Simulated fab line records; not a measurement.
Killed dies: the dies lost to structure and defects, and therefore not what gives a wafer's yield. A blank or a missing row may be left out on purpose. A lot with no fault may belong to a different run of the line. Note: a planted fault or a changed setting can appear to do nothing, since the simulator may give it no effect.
fab line records ; flow ritCmos
record: lots: 14; wafers: 42; lastDay: 7
route steps=202 shown ACTIVE@1 NWELL@36 M1@202
lots that met no fault: from a run of the same line without faults
startH: start of the lot's first displayed wafer, in hours after the record's first day ; waitH: time in hours since the lot's previous step ; " repeats the value in the row above ; L1.1+2: several wafers, shown together as one row ; - no value present, or no start provided ; * or withheld: withheld ; < > ~ a bound
route shown NAME@n: names a module that has steps shown in the file, with the first one's number in the route ; usual: mean/standard deviation of fault-free wafers ; same: alike in all rows ; chamber/n: place in a boat ; sites: per-site readings ; _std_site: standard deviation across them ; _edge_site: outer sites' mean less inner sites' ; radiusMm: how far each site lies from the wafer's centre ; mask NAME#n: copy n ; behind: the most recent tool/chamber to have shaped the wafer ; hold: what put the lot on hold/how long, in hours/how the hold closed ; device: the n, p or np transistor that did not switch ; end of line: tests of these same wafers at the route's end ; a step given without rows: its recipe and nothing more ; killed: count of dies lost to structure and defects at first sort (not the wafer's yield) ; map: a wafer's dies, marking killed ones x, the rest . and places with no die _
set.NAME: the setting the step ran with; set.NAME@STEP: the setting that earlier step ran with ; model.NAME: the simulator's own value behind a step, which no gauge read
steps of the route over a sample of lots; a table a step, a row a wafer
services: when a tool's chamber went out of use (startH, in hours from the record's first day, below 0 if earlier), for how many hours, and the reason
== steps ==
step: RIT_ACTIVE_BOW_MEAS_00
recipe: mode: bow
usual: INCOMING_BOW: 0/6.2
lot.wafer;tool;chamber;startH;waitH;INCOMING_BOW[um]
L674.1;filmMetro-02;-;10.00;-;6
L674.5;filmMetro-02;-;10.00;-;16
L674.6;filmMetro-02;-;10.00;-;5
L675.2;filmMetro-02;-;15.02;-;-2
L675.3;filmMetro-02;-;15.02;-;-10
L675.4;filmMetro-02;-;15.02;-;7
L676.3;filmMetro-01;-;20.04;-;2
L676.4;filmMetro-01;-;20.04;-;8
L676.6;filmMetro-01;-;20.04;-;10
L677.2;filmMetro-03;-;25.02;-;-9
L677.3;filmMetro-03;-;25.02;-;3
L677.4;filmMetro-03;-;25.02;-;-6
L679.1;filmMetro-01;-;35.00;-;-7
L679.3;filmMetro-01;-;35.00;-;6
L679.5;filmMetro-01;-;35.00;-;1
L683.2;filmMetro-01;-;55.02;-;-4
L683.3;filmMetro-01;-;55.02;-;-1
L683.6;filmMetro-01;-;55.02;-;-9
L685.1;filmMetro-01;-;65.00;-;-1
L685.3;filmMetro-01;-;65.00;-;-1
L685.6;filmMetro-01;-;65.00;-;5
L687.2;filmMetro-01;-;75.02;-;4
L687.4;filmMetro-01;-;75.02;-;2
L687.5;filmMetro-01;-;75.02;-;9
L688.2;filmMetro-01;-;80.02;-;-9
L688.3;filmMetro-01;-;80.02;-;0
L688.4;filmMetro-01;-;80.02;-;-3
L689.1;filmMetro-01;-;85.00;-;1
L689.3;filmMetro-01;-;85.00;-;7
L689.4;filmMetro-01;-;85.00;-;-8
L690.1;filmMetro-02;-;90.00;-;7
L690.5;filmMetro-02;-;90.00;-;-2
L690.6;filmMetro-02;-;90.00;-;5
L691.2;filmMetro-02;-;95.02;-;-5
L691.4;filmMetro-02;-;95.02;-;1
L691.5;filmMetro-02;-;95.02;-;2
L693.1;filmMetro-01;-;105.00;-;10
L693.5;filmMetro-01;-;105.00;-;6
L693.6;filmMetro-01;-;105.00;-;-1
L695.1;filmMetro-01;-;115.00;-;5
L695.2;filmMetro-01;-;115.00;-;0
L695.3;filmMetro-01;-;115.00;-;10
step: RIT_ACTIVE_THK_MEAS_02
recipe: reads: SiO2_of_ACTIVE_OXIDATION_01
usual: ACTIVE_OXIDE_THK: 47.7/0.88
lot.wafer;tool;chamber;startH;waitH;ACTIVE_OXIDE_THK[nm]
L674.1;filmMetro-01;-;12.05;0.0;48.5
L674.5;filmMetro-01;-;12.05;0.0;49.4
L674.6;filmMetro-01;-;12.05;0.0;49.1
L675.2;filmMetro-03;-;17.87;0.0;48.4
L675.3;filmMetro-03;-;17.87;0.0;48.1
L675.4;filmMetro-03;-;17.87;0.0;48.8
L676.3;filmMetro-03;-;24.36;0.0;48.4
L676.4;filmMetro-03;-;24.36;0.0;48.5
L676.6;filmMetro-03;-;24.36;0.0;48.1
L677.2;filmMetro-03;-;27.06;0.0;47.9
L677.3;filmMetro-03;-;27.06;0.0;48.3
L677.4;filmMetro-03;-;27.06;0.0;48.6
L679.1;filmMetro-02;-;37.05;0.0;48.2
L679.3;filmMetro-02;-;37.05;0.0;48.5
L679.5;filmMetro-02;-;37.05;0.0;47.4
L683.2;filmMetro-03;-;57.06;0.0;46.8
L683.3;filmMetro-03;-;57.06;0.0;46.6
L683.6;filmMetro-03;-;57.06;0.0;46.0
L685.1;filmMetro-02;-;67.05;0.0;48.5
L685.3;filmMetro-02;-;67.05;0.0;47.8
L685.6;filmMetro-02;-;67.05;0.0;48.6
L687.2;filmMetro-01;-;77.23;0.0;48.8
L687.4;filmMetro-01;-;77.23;0.0;49.0
L687.5;filmMetro-01;-;77.23;0.0;49.2
L688.2;filmMetro-03;-;82.06;0.0;47.6
L688.3;filmMetro-03;-;82.06;0.0;48.3
L688.4;filmMetro-03;-;82.06;0.0;47.9
L689.1;filmMetro-03;-;87.05;0.0;47.0
L689.3;filmMetro-03;-;87.05;0.0;46.1
L689.4;filmMetro-03;-;87.05;0.0;46.4
L690.1;filmMetro-02;-;93.46;0.0;46.1
L690.5;filmMetro-02;-;93.46;0.0;46.3
L690.6;filmMetro-02;-;93.46;0.0;46.0
L691.2;filmMetro-02;-;97.06;0.0;46.8
L691.4;filmMetro-02;-;97.06;0.0;47.6
L691.5;filmMetro-02;-;97.06;0.0;46.5
L693.1;filmMetro-01;-;107.05;0.0;46.5
L693.5;filmMetro-01;-;107.05;0.0;46.3
L693.6;filmMetro-01;-;107.05;0.0;46.7
L695.1;filmMetro-02;-;117.05;0.0;47.8
L695.2;filmMetro-02;-;117.05;0.0;47.2
L695.3;filmMetro-02;-;117.05;0.0;48.0
step: RIT_NWELL_IMPLANT_08
recipe: species: P; energyKev: 170; doseCm2: 4.953e+13; tiltDeg: 7
usual: beamEnergyKeV: 169.99/0.059
lot.wafer;tool;chamber;startH;waitH;beamEnergyKeV
L674.1;implanter-03;0;20.61;0.2;170.02
L674.5;implanter-03;0;20.61;0.2;170.01
L674.6;implanter-03;0;20.61;0.2;170.07
L675.2;implanter-02;0;27.91;0.2;170.00
L675.3;implanter-02;0;27.91;0.2;169.93
L675.4;implanter-02;0;27.91;0.2;170.01
L676.3;implanter-04;0;34.02;0.2;169.98
L676.4;implanter-04;0;34.02;0.2;169.92
L676.6;implanter-04;0;34.02;0.2;170.02
L677.2;implanter-02;0;38.17;0.2;169.99
L677.3;implanter-02;0;38.17;0.2;170.07
L677.4;implanter-02;0;38.17;0.2;170.03
L679.1;implanter-03;0;46.47;0.2;170.00
L679.3;implanter-03;0;46.47;0.2;169.92
L679.5;implanter-03;0;46.47;0.2;169.97
L683.2;implanter-02;0;66.37;0.2;139.36
L683.3;implanter-02;0;66.37;0.2;139.36
L683.6;implanter-02;0;66.37;0.2;139.28
L685.1;implanter-02;0;75.79;0.2;139.28
L685.3;implanter-02;0;75.79;0.2;139.38
L685.6;implanter-02;0;75.79;0.2;139.33
L687.2;implanter-04;0;86.63;0.2;170.04
L687.4;implanter-04;0;86.63;0.2;170.06
L687.5;implanter-04;0;86.63;0.2;170.01
L688.2;implanter-04;0;91.51;0.2;169.90
L688.3;implanter-04;0;91.51;0.2;170.01
L688.4;implanter-04;0;91.51;0.2;170.00
L689.1;implanter-03;0;95.64;0.2;170.01
L689.3;implanter-03;0;95.64;0.2;169.97
L689.4;implanter-03;0;95.64;0.2;170.11
L690.1;implanter-04;0;101.92;0.2;169.98
L690.5;implanter-04;0;101.92;0.2;169.94
L690.6;implanter-04;0;101.92;0.2;169.94
L691.2;implanter-04;0;105.72;0.2;170.03
L691.4;implanter-04;0;105.72;0.2;170.04
L691.5;implanter-04;0;105.72;0.2;170.08
L693.1;implanter-04;0;117.33;0.2;170.09
L693.5;implanter-04;0;117.33;0.2;170.11
L693.6;implanter-04;0;117.33;0.2;170.05
L695.1;implanter-04;0;127.09;0.2;169.99
L695.2;implanter-04;0;127.09;0.2;169.98
L695.3;implanter-04;0;127.09;0.2;169.97
step: RIT_NWELL_STRIP_09
recipe: chemistry: O2; timeS: 180; resist: NOVOLAK; platenTempC: withheld; powerW: 500; pressureMtorr: 4000; o2FlowSccm: 4000
usual: drypumpMotorCurrentA: 6.1/0.47
lot.wafer;tool;chamber;startH;waitH;drypumpMotorCurrentA;rfHoursCounterH
L674.1;plasmaAsher-01;1;20.76;0.1;6.4;37
L674.5;plasmaAsher-01;1;20.76;0.1;6.4;-
L674.6;plasmaAsher-01;0;20.76;0.1;6.6;-
L675.2;plasmaAsher-02;1;28.03;0.1;5.5;23
L675.3;plasmaAsher-02;0;28.03;0.1;6.4;-
L675.4;plasmaAsher-02;1;28.03;0.1;5.5;-
L676.3;plasmaAsher-02;1;34.17;0.1;5.5;-
L676.4;plasmaAsher-02;0;34.17;0.1;6.4;-
L676.6;plasmaAsher-02;0;34.17;0.1;6.4;-
L677.2;plasmaAsher-01;1;38.30;0.1;6.4;38
L677.3;plasmaAsher-01;1;38.30;0.1;6.4;-
L677.4;plasmaAsher-01;0;38.30;0.1;6.6;-
L679.1;plasmaAsher-04;0;46.62;0.1;5.8;40
L679.3;plasmaAsher-04;1;46.62;0.1;5.4;-
L679.5;plasmaAsher-04;0;46.62;0.1;5.8;-
L683.2;plasmaAsher-02;0;66.49;0.1;6.4;27
L683.3;plasmaAsher-02;0;66.49;0.1;6.4;-
L683.6;plasmaAsher-02;1;66.49;0.1;5.5;-
L685.1;plasmaAsher-04;0;75.94;0.1;5.8;43
L685.3;plasmaAsher-04;0;75.94;0.1;5.8;-
L685.6;plasmaAsher-04;0;75.94;0.1;5.8;-
L687.2;plasmaAsher-02;1;86.75;0.1;5.6;29
L687.4;plasmaAsher-02;0;86.75;0.1;6.4;-
L687.5;plasmaAsher-02;1;86.75;0.1;5.5;-
L688.2;plasmaAsher-01;0;91.63;0.1;6.6;44
L688.3;plasmaAsher-01;0;91.63;0.1;6.6;-
L688.4;plasmaAsher-01;1;91.63;0.1;6.4;-
L689.1;plasmaAsher-02;1;95.79;0.1;5.5;30
L689.3;plasmaAsher-02;1;95.79;0.1;5.5;-
L689.4;plasmaAsher-02;0;95.79;0.1;6.4;-
L690.1;plasmaAsher-01;1;102.07;0.1;6.4;45
L690.5;plasmaAsher-01;1;102.07;0.1;6.4;-
L690.6;plasmaAsher-01;0;102.07;0.1;6.7;-
L691.2;plasmaAsher-04;1;105.85;0.1;5.4;47
L691.4;plasmaAsher-04;0;105.85;0.1;5.8;-
L691.5;plasmaAsher-04;0;105.85;0.1;5.8;-
L693.1;plasmaAsher-01;0;117.48;0.1;6.6;47
L693.5;plasmaAsher-01;0;117.48;0.1;6.6;-
L693.6;plasmaAsher-01;1;117.48;0.1;6.4;-
L695.1;plasmaAsher-02;0;127.24;0.1;6.4;32
L695.2;plasmaAsher-02;1;127.24;0.1;5.5;32
L695.3;plasmaAsher-02;1;127.24;0.1;5.5;-
step: RIT_NWELL_TW_MEAS_10
usual: NWELL_TW: 2127/17
lot.wafer;tool;chamber;startH;waitH;NWELL_TW
L674.1;filmMetro-01;-;20.94;0.1;2116
L674.5;filmMetro-01;-;20.94;0.1;2133
L674.6;filmMetro-01;-;20.94;0.1;2124
L675.2;filmMetro-01;-;28.22;0.1;2132
L675.3;filmMetro-01;-;28.22;0.1;2128
L675.4;filmMetro-01;-;28.22;0.1;2140
L676.3;filmMetro-04;-;34.31;0.1;2138
L676.4;filmMetro-04;-;34.31;0.1;2142
L676.6;filmMetro-04;-;34.31;0.1;2143
L677.2;filmMetro-03;-;38.48;0.1;2140
L677.3;filmMetro-03;-;38.48;0.1;2147
L677.4;filmMetro-03;-;38.48;0.1;2135
L679.1;filmMetro-01;-;46.80;0.1;2137
L679.3;filmMetro-01;-;46.80;0.1;2128
L679.5;filmMetro-01;-;46.80;0.1;2134
L683.2;filmMetro-03;-;66.68;0.1;2052
L683.3;filmMetro-03;-;66.68;0.1;2046
L683.6;filmMetro-03;-;66.68;0.1;2051
L685.1;filmMetro-03;-;76.12;0.1;2051
L685.3;filmMetro-03;-;76.12;0.1;2052
L685.6;filmMetro-03;-;76.12;0.1;2047
L687.2;filmMetro-01;-;86.94;0.1;2108
L687.4;filmMetro-01;-;86.94;0.1;2118
L687.5;filmMetro-01;-;86.94;0.1;2122
L688.2;filmMetro-01;-;91.82;0.1;2115
L688.3;filmMetro-01;-;91.82;0.1;2123
L688.4;filmMetro-01;-;91.82;0.1;2112
L689.1;filmMetro-01;-;95.97;0.1;2110
L689.3;filmMetro-01;-;95.97;0.1;2108
L689.4;filmMetro-01;-;95.97;0.1;2101
L690.1;filmMetro-03;-;102.25;0.1;2131
L690.5;filmMetro-03;-;102.25;0.1;2132
L690.6;filmMetro-03;-;102.25;0.1;2125
L691.2;filmMetro-01;-;106.03;0.1;2120
L691.4;filmMetro-01;-;106.03;0.1;2106
L691.5;filmMetro-01;-;106.03;0.1;2113
L693.1;filmMetro-03;-;117.66;0.1;2134
L693.5;filmMetro-03;-;117.66;0.1;2126
L693.6;filmMetro-03;-;117.66;0.1;2131
L695.1;filmMetro-03;-;127.42;0.1;2161
L695.2;filmMetro-03;-;127.42;0.1;2158
L695.3;filmMetro-03;-;127.42;0.1;2156
step: RIT_M1_PROBE_99
usual: killedAtContacts: 0.1/0.25; killedAtFrontEnd: 6.3/2.9; killedDies: 6.4/2.9; killedOpen: 3.3/2.1; killedShort: 3.1/1.7
same: grossDies: 264; killed_at_M0_to_M3: 0; killed_at_M4_up: 0; killedAtBackSide: 0; killedAtOther: 0
lot.wafer;tool;chamber;startH;waitH;killedAtContacts;killedAtFrontEnd;killedDies;killedOpen;killedShort
L674.1;prober-01;-;58.03;0.1;0;5;5;2;3
L674.5;prober-01;-;58.23;0.2;0;8;8;4;4
L674.6;prober-01;-;58.28;0.2;0;7;7;4;3
L675.2;prober-02;-;67.03;0.1;0;1;1;0;1
L675.3;prober-02;-;67.08;0.2;0;5;5;3;2
L675.4;prober-02;-;67.13;0.2;0;10;10;3;7
L676.3;prober-01;-;71.78;0.2;0;8;8;4;4
L676.4;prober-01;-;71.83;0.2;0;7;7;3;3
L676.6;prober-01;-;71.93;0.2;0;2;2;1;1
L677.2;prober-02;-;75.28;0.1;0;8;8;6;2
L677.3;prober-02;-;75.33;0.2;0;10;10;4;6
L677.4;prober-02;-;75.38;0.2;0;6;6;2;2
L679.1;prober-02;-;86.82;0.1;0;3;3;0;3
L679.3;prober-02;-;86.92;0.2;0;5;5;3;2
L679.5;prober-02;-;87.02;0.2;0;2;2;0;2
L683.2;prober-02;-;103.39;0.1;0;5;5;2;3
L683.3;prober-02;-;103.44;0.2;0;4;4;3;1
L683.6;prober-02;-;103.59;0.2;1;4;5;3;2
L685.1;prober-02;-;112.64;0.1;0;6;6;3;3
L685.3;prober-02;-;112.74;0.2;0;5;5;2;3
L685.6;prober-02;-;112.89;0.2;0;12;12;5;7
L687.2;prober-01;-;123.72;0.1;0;8;8;5;3
L687.4;prober-01;-;123.82;0.2;0;5;5;3;2
L687.5;prober-01;-;123.87;0.2;0;7;7;4;3
L688.2;prober-02;-;128.16;0.1;0;10;10;4;6
L688.3;prober-02;-;128.21;0.2;0;6;6;2;4
L688.4;prober-02;-;128.26;0.2;0;5;5;3;2
L689.1;prober-01;-;133.75;0.1;1;8;9;3;6
L689.3;prober-01;-;133.85;0.2;0;8;8;2;6
L689.4;prober-01;-;133.90;0.2;0;9;9;4;5
L690.1;prober-02;-;139.73;0.1;0;8;8;5;3
L690.5;prober-02;-;139.93;0.2;0;3;3;1;2
L690.6;prober-02;-;139.98;0.2;0;10;10;7;3
L691.2;prober-01;-;143.10;0.1;0;5;5;2;3
L691.4;prober-01;-;143.20;0.2;0;9;9;5;4
L691.5;prober-01;-;143.25;0.2;0;3;3;2;1
L693.1;prober-01;-;153.66;0.1;0;11;11;7;4
L693.5;prober-01;-;153.86;0.2;0;7;7;4;3
L693.6;prober-01;-;153.91;0.2;0;4;4;3;1
L695.1;prober-01;-;163.67;0.1;0;4;4;1;3
L695.2;prober-01;-;163.72;0.1;1;2;3;2;1
L695.3;prober-01;-;163.77;0.2;0;7;7;3;4
killed by level:class
L674.1 GATE:geometricParticle:short=2 FOX1:geometricParticle:short=1 GATE:geometricParticle:open=1 SPACER:geometricParticle:open=1
L674.5 REOX:geometricParticle:open=2 SILICIDE:geometricParticle:short=2 FOX1:geometricParticle:open=1 FOX2:geometricParticle:short=1 GATE:geometricParticle:open=1 SPACER:geometricParticle:short=1
L674.6 SILICIDE:geometricParticle:open=2 FOX1:geometricParticle:short=1 GATE:geometricParticle:open=1 REOX:geometricParticle:open=1 REOX:geometricParticle:short=1 SILICIDE:geometricParticle:short=1
L675.2 SPACER:geometricParticle:short=1
L675.3 SILICIDE:geometricParticle:short=2 FOX1:geometricParticle:open=1 GATE:geometricParticle:open=1 REOX:geometricParticle:open=1
L675.4 GATE:geometricParticle:short=5 REOX:geometricParticle:open=2 REOX:geometricParticle:short=2 FOX2:geometricParticle:open=1
L676.3 GATE:geometricParticle:open=2 FOX1:geometricParticle:open=1 FOX1:geometricParticle:short=1 FOX2:geometricParticle:short=1 SPACER:geometricParticle:short=1 SILICIDE:geometricParticle:open=1 SILICIDE:geometricParticle:short=1
L676.4 GATE:geometricParticle:open=2 FOX2:geometricParticle:short=1 FOX2:geometricParticle:open=1 GATE:geometricParticle:short=1 SPACER:geometricParticle:short=1 ACTIVE:coatMicrobubblePrinted=1
L676.6 GATE:geometricParticle:open=1 GATE:geometricParticle:short=1
L677.2 GATE:geometricParticle:open=3 REOX:geometricParticle:short=2 FOX1:geometricParticle:open=1 REOX:geometricParticle:open=1 SPACER:geometricParticle:open=1
L677.3 FOX1:geometricParticle:open=4 GATE:geometricParticle:short=3 FOX1:geometricParticle:short=1 REOX:geometricParticle:short=1 SILICIDE:geometricParticle:short=1
L677.4 ACTIVE:coatMicrobubblePrinted=2 FOX1:geometricParticle:open=1 FOX1:geometricParticle:short=1 GATE:geometricParticle:short=1 GATE:geometricParticle:open=1
L679.1 GATE:geometricParticle:short=2 SPACER:geometricParticle:short=1
L679.3 REOX:geometricParticle:open=2 SILICIDE:geometricParticle:short=2 GATE:geometricParticle:open=1
L679.5 FOX1:geometricParticle:short=1 FOX2:geometricParticle:short=1
L683.2 GATE:geometricParticle:open=2 GATE:geometricParticle:short=1 REOX:geometricParticle:short=1 SILICIDE:geometricParticle:short=1
L683.3 FOX1:geometricParticle:open=1 GATE:geometricParticle:open=1 REOX:geometricParticle:open=1 SILICIDE:geometricParticle:short=1
L683.6 REOX:geometricParticle:short=1 SPACER:geometricParticle:open=1 SILICIDE:geometricParticle:open=1 SILICIDE:geometricParticle:short=1 CONTACT:geometricParticle:open=1
L685.1 GATE:geometricParticle:open=2 GATE:geometricParticle:short=1 SPACER:geometricParticle:short=1 SILICIDE:geometricParticle:open=1 SILICIDE:geometricParticle:short=1
L685.3 FOX1:geometricParticle:short=1 FOX1:geometricParticle:open=1 REOX:geometricParticle:short=1 SPACER:geometricParticle:open=1 SILICIDE:geometricParticle:short=1
L685.6 SPACER:geometricParticle:short=4 FOX1:geometricParticle:open=2 SPACER:geometricParticle:open=2 SILICIDE:geometricParticle:short=2 GATE:geometricParticle:short=1 SILICIDE:geometricParticle:open=1
L687.2 GATE:geometricParticle:open=3 GATE:geometricParticle:short=2 REOX:geometricParticle:open=2 SPACER:geometricParticle:short=1
L687.4 GATE:geometricParticle:open=3 FOX2:geometricParticle:short=1 GATE:geometricParticle:short=1
L687.5 GATE:geometricParticle:open=2 GATE:geometricParticle:short=2 REOX:geometricParticle:short=1 REOX:geometricParticle:open=1 SPACER:geometricParticle:open=1
L688.2 GATE:geometricParticle:open=4 GATE:geometricParticle:short=3 SILICIDE:geometricParticle:short=2 REOX:geometricParticle:short=1
L688.3 GATE:geometricParticle:open=2 FOX1:geometricParticle:short=1 GATE:geometricParticle:short=1 SPACER:geometricParticle:short=1 SILICIDE:geometricParticle:short=1
L688.4 GATE:geometricParticle:short=2 FOX1:geometricParticle:open=1 REOX:geometricParticle:open=1 SILICIDE:geometricParticle:open=1
L689.1 FOX1:geometricParticle:short=2 GATE:geometricParticle:short=2 REOX:geometricParticle:short=1 SPACER:geometricParticle:open=1 SILICIDE:geometricParticle:short=1 SILICIDE:geometricParticle:open=1 CONTACT:geometricParticle:open=1
L689.3 GATE:geometricParticle:short=2 FOX1:geometricParticle:short=1 FOX2:geometricParticle:short=1 GATE:geometricParticle:open=1 SPACER:geometricParticle:short=1 SPACER:geometricParticle:open=1 SILICIDE:geometricParticle:short=1
L689.4 GATE:geometricParticle:open=3 GATE:geometricParticle:short=2 FOX1:geometricParticle:short=1 FOX2:geometricParticle:short=1 SPACER:geometricParticle:open=1 SILICIDE:geometricParticle:short=1
L690.1 GATE:geometricParticle:open=2 SPACER:geometricParticle:open=2 FOX1:geometricParticle:open=1 FOX2:geometricParticle:short=1 REOX:geometricParticle:short=1 SPACER:geometricParticle:short=1
L690.5 GATE:geometricParticle:short=1 REOX:geometricParticle:open=1 SPACER:geometricParticle:short=1
L690.6 GATE:geometricParticle:open=4 SPACER:geometricParticle:open=3 REOX:geometricParticle:short=2 GATE:geometricParticle:short=1
L691.2 REOX:geometricParticle:open=2 GATE:geometricParticle:short=1 REOX:geometricParticle:short=1 SPACER:geometricParticle:short=1
L691.4 FOX2:geometricParticle:open=3 SILICIDE:geometricParticle:short=2 FOX1:geometricParticle:open=1 REOX:geometricParticle:open=1 REOX:geometricParticle:short=1 SPACER:geometricParticle:short=1
L691.5 FOX1:geometricParticle:short=1 GATE:geometricParticle:open=1 SPACER:geometricParticle:open=1
L693.1 GATE:geometricParticle:open=2 SPACER:geometricParticle:open=2 FOX1:geometricParticle:short=1 FOX1:geometricParticle:open=1 FOX2:geometricParticle:open=1 FOX2:geometricParticle:short=1 SPACER:geometricParticle:short=1 SILICIDE:geometricParticle:short=1
L693.5 FOX2:geometricParticle:open=2 FOX1:geometricParticle:short=1 FOX2:geometricParticle:short=1 GATE:geometricParticle:open=1 SPACER:geometricParticle:open=1 SILICIDE:geometricParticle:short=1
L693.6 SPACER:geometricParticle:open=2 GATE:geometricParticle:open=1 SPACER:geometricParticle:short=1
L695.1 FOX2:geometricParticle:short=1 GATE:geometricParticle:open=1 GATE:geometricParticle:short=1 SILICIDE:geometricParticle:short=1
L695.2 GATE:geometricParticle:open=2 CONTACT:geometricParticle:short=1
L695.3 GATE:geometricParticle:open=2 GATE:geometricParticle:short=2 SILICIDE:geometricParticle:short=2 FOX1:geometricParticle:open=1
== services ==
tool;chamber;startH;hours;kind
plasmaAsher-02;-;19.31;3.5;repair
implanter-03;-;41.96;3.9;repair
plasmaAsher-01;-;46.11;1.4;repair
implanter-04;-;59.06;3.9;repair
plasmaAsher-01;-;76.21;2.8;pm
implanter-02;-;87.00;19.5;pm
plasmaAsher-02;-;110.74;10.5;repair
plasmaAsher-04;-;125.93;8.0;repair
implanter-02;-;126.24;4.0;pm
== key ==
firstSign: step: RIT_NWELL_IMPLANT_08; reading: beamEnergyKeV; direction: down; sigmas: 99+; usual: 169.99; struck: 139.33
effect: step: RIT_NWELL_TW_MEAS_10; reading: NWELL_TW; direction: down; sigmas: 4.6; usual: 2127; struck: 2050
metAt RIT_NWELL_IMPLANT_08
struckLots L683,L685
testerLeftOut L683,L685
notActingAt RIT_ACTIVE_BOW_MEAS_00,RIT_ACTIVE_THK_MEAS_02,RIT_NWELL_STRIP_09
onsetBetween 38.17 66.37
fault: kind: processParameterDrift; tool: implanter-02; chamber: -; onsetH: 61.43; steps: RIT_NWELL_IMPLANT_08; channel: energyKev; offset: -30.6; shape: step; endH: 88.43; actsIn: theseRecipesOnly; stated: 170
testerLeftOut: of these lots the tester's yield and bins aren't shown, on N5 and GAA mostly nor the transistor test; their killed dies are dies lost to structure and defects alone, not to doping, threshold or leakage, so they don't give the yield
